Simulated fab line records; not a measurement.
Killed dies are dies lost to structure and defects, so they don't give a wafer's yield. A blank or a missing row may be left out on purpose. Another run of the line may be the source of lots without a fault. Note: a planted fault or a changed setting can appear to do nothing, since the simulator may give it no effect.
Lot-split experiment -- flow berkeley cmos170 -- on a route of 331 steps: 5 lots, 27 wafers read

== SPLIT DETAILS ==
At UCB170_PLDD_DEVELOP_05 (develop time 45 s), the setting develop time s was moved away from the recipe's 45 s on 6 of the 27 wafers read, by -57.3% to +35.2%. The other wafers ran this setting at the recipe's value.

The file shows no step between the split and the reading.

== THE READING ==
cd nm, in nm, at UCB170_PLDD_CD_MEAS_06 (target cd 1200 nm). A value of 1199.6 nm with a standard deviation of 1.1 nm is what fault-free wafers of this fab line usually give.

wafer,"tool, chamber at the split","develop time s as run, s",against the recipe,"cd nm, nm",against lot-mates on the recipe
L076.1,"litho track-02, 0",45,recipe,1199.4,-
L076.2,"litho track-02, 0",45,recipe,1199.4,-
L076.3,"litho track-02, 0",45,recipe,1200.5,-
L076.4,"litho track-02, 0",19.23,-57.3%,1192.6,-7.2
L076.5,"litho track-02, 0",19.23,-57.3%,1192.2,-7.6
L076.6,"litho track-02, 0",19.23,-57.3%,1193.3,-6.5
L079.1,"litho track-02, 0",45,recipe,1201.0,-
L079.2,"litho track-02, 0",45,recipe,1199.1,-
L079.3,"litho track-02, 0",45,recipe,1200.9,-
L079.4,"litho track-02, 0",45,recipe,1198.8,-
L079.5,"litho track-02, 0",45,recipe,1199.2,-
L079.6,"litho track-02, 0",45,recipe,1200.1,-
L083.1,"litho track-01, 0",45,recipe,1198.8,-
L083.2,"litho track-01, 0",45,recipe,1197.0,-
L083.3,"litho track-01, 0",45,recipe,1198.8,-
L083.4,"litho track-01, 0",45,recipe,1197.7,-
L083.5,"litho track-01, 0",45,recipe,1198.0,-
L083.6,"litho track-01, 0",45,recipe,1197.1,-
L085.1,"litho track-03, 0",45,recipe,1200.5,-
L085.2,"litho track-03, 0",60.84,+35.2%,1203.4,+2.5
L085.3,"litho track-03, 0",60.84,+35.2%,1201.5,+0.6
L085.4,"litho track-03, 0",45,recipe,1201.1,-
L085.5,"litho track-03, 0",45,recipe,1201.0,-
L085.6,"litho track-03, 0",60.84,+35.2%,1201.3,+0.4
L080.3,"litho track-02, 0",45,recipe,1198.6,-
L080.4,"litho track-02, 0",45,recipe,1198.7,-
L080.6,"litho track-02, 0",45,recipe,1198.3,-

FIT RESULTS
A straight line over all 27 wafers: cd nm changes by +0.104 nm for each +1% of develop time s; r = +0.89; the points scatter about the line by 1.2 nm.
The same after taking each lot's own level away (the mean of its wafers on the recipe; 27 wafers): +0.0969 nm for each +1%; r = +0.90; scatter 1.1 nm.
On that fit, the largest move of develop time s shifts the reading by 5.5 nm.
The lots' own levels span 1197.90 to 1200.87 nm, that is 2.7 times the standard deviation above.
The two slopes are in agreement: the lot-to-lot level therefore moves the slope only a little.
Check: for one of the wafers moved furthest among these (-57.3%), held out of the fit, the line's prediction against its lot-mates is -5.54 nm. It came out at -7.17 nm against them.

== THE OTHER SPLITS THESE WAFERS WENT THROUGH ==
Note: prior to the reading, these wafers also went through further splits. Each is held against what the fit with the lots' levels taken away leaves over:
other split on the same wafers,wafers away from the commonest value,r with cd nm (lot level and that fit taken away)
UCB170_START_OXIDATION_02 ox time s,18,-0.40
UCB170_ZERO_ETCH_06 target depth a,6,-0.01
UCB170_ACTIVE_CVD_05 time s,12,+0.06

== FILE'S OWN FIT ==
cd nm changes by +0.0991 nm for each +1% of develop time s, r = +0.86.
